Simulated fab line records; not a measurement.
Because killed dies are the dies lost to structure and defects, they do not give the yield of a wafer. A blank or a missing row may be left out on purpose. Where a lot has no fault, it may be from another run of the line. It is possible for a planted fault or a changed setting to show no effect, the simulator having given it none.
Code-filled problem report in 8D (eight disciplines) form -- flow berkeley_cmos170 -- the parts of the form that need people (team, actions taken, sign-off) are left out

== 1. THE ISSUE ==
Mean of prime_temp_c at UCB170_M3_HMDS_04: 99.03 C across 6 wafers in 2 lots; on wafers with no fault it is 100.03 C (standard deviation 0.14). That puts it -7.1 standard deviations away from the usual mean.
The step: prime time 60 s.
Earliest sighting: wafer L436.1 on litho_track-04 at day 9 05:08. The record has a number at this step for 42 wafers belonging to 14 lots. By rule, "out" or "out of limits" means more than 4 standard deviations away from the usual mean. The other wafers with a number count as sound.

== 2. WHAT IT IS AND WHAT IT IS NOT ==
question,is,is not
which readings at this step,prime_temp_c,-
which lots,"L435, L436","L426, L427, L429, L432, L433, L434, L438, L442, L444, L446, L448, L449"
which wafers of those lots,all that have a number,-
read on which tools,litho_track-04,"litho_track-01, litho_track-02"
when,from day 9 05:08,"up to then (18 sound wafers); but 18 sound wafers of L438, L442, L444, L446, L448, L449 came after"

== 3. WHAT RULES OUT EACH SUSPECT ==
Counting: a tool stays on the suspect list if, at a process step up to the reading, it processed all lots that are out and no sound lot following the first of them.
- litho_track-04 at UCB170_M3_HMDS_04 (prime time 60 s): ruled out as a lasting fault. The sound lots L449 went through it after L436, its earliest lot that is out (day 9 05:08).
Left after counting: nothing in the record.

== 4. THE CAUSE (what the simulator had put in) ==
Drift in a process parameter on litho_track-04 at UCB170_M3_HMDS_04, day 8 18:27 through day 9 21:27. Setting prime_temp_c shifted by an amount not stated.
Counting ruled it out, wrongly.

== 5. THE CHAIN OF EFFECTS, in route order ==
Each row: a reading where the mean over the struck wafers with a number is more than 3 standard deviations away from the usual. Scope: only readings with a usual standard deviation given in the record; hours: median across lots of the time from each lot's start at the first step in this table that gives one to its start at this step; sigmas: change in usual standard deviations.
hours,step,reading,usual,on struck wafers,change,sigmas
0,UCB170_M3_HMDS_04,prime_temp_c,100.03 C,99.03,-1.00,-7.1
Its process steps:
- UCB170_M3_HMDS_04: prime time 60 s.
At these later measuring or inspecting steps, every struck wafer for which the step has a row has a number for every such reading, and none has moved that far: UCB170_M3_OVL_MEAS_16, UCB170_M3_BOW_MEAS_20.

== 6. WHAT WOULD HAVE CAUGHT IT SOONER ==
In this record the first reading out of limits was taken at day 9 05:08, 11 hours after the fault began at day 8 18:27.
